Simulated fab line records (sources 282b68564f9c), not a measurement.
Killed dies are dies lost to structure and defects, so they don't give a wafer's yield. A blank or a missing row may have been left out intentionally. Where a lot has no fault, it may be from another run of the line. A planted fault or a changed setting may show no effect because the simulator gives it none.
Which tool did it? -- flow ritCmos -- 21 wafers from 7 lots sampled at 2 of the route's 202 steps

## WHAT EACH GAUGE READ, for each wafer
RIT_ACTIVE_THK_MEAS_04.
lot,measured,on,ACTIVE_NITRIDE_THK (nm)
L193,day 2 10:16,filmMetro-01,150.1 152.0 150.7
L196,day 3 02:23,filmMetro-01,147.9 147.8 149.0
L198,day 3 12:25,filmMetro-03,148.5 149.1 147.4
L201,day 4 02:36,filmMetro-04,253.4 254.3 253.4
L203,day 4 12:14,filmMetro-03,147.9 147.9 146.9
L208,day 5 13:22,filmMetro-03,149.7 150.9 148.5
L212,day 6 09:16,filmMetro-03,150.1 150.6 151.7

## TOOL THAT RAN EACH LOT (tool first, then ch and the chambers of the sampled wafers, then the start)
lot,RIT_ACTIVE_CVD_03
L193,"lpcvd-01 ch 1, day 2 08:51"
L196,"lpcvd-02 ch 1, day 3 00:16"
L198,"lpcvd-01 ch 1, day 3 11:00"
L201,"lpcvd-01 ch 1, day 4 01:10"
L203,"lpcvd-02 ch 1, day 4 10:07"
L208,"lpcvd-02 ch 1, day 5 11:13"
L212,"lpcvd-02 ch 1, day 6 07:07"
- RIT_ACTIVE_CVD_03: deposits Si3N4 from SiH2Cl2/NH3, target thk 150 nm, time 1500 s.

## THE ANSWER, worked out from the rows above alone
Rule: the lots themselves supply what counts as usual. Put in order of their means at a reading, lots are off if they are a third of the lots or fewer, leave a main group of 4 or more, and stand apart from it by a gap of 3 or more times the standard deviation of the main group's means; of several such gaps the widest counts. A main group whose means are all the same, to the digits that the tables above print for the reading, isn't used. A lot without any number at a reading at which 4 lots or more have one is off too. Where the step has rows for the other lots, those lots are counted as sound.
Off: L201, seen at RIT_ACTIVE_THK_MEAS_04 (ACTIVE_NITRIDE_THK). Main group: mean 149.3 nm, sd 1.3.
If a tool, at a process step before that reading, ran all the lots that are off and no sound lot after the first of them, it fits. The gauges at RIT_ACTIVE_THK_MEAS_04 are tried like those tools. Undecided on this evidence; 2 tools fit (lpcvd-01 at RIT_ACTIVE_CVD_03, filmMetro-04 at RIT_ACTIVE_THK_MEAS_04).

## WHAT WAS PUT IN BY THE SIMULATOR
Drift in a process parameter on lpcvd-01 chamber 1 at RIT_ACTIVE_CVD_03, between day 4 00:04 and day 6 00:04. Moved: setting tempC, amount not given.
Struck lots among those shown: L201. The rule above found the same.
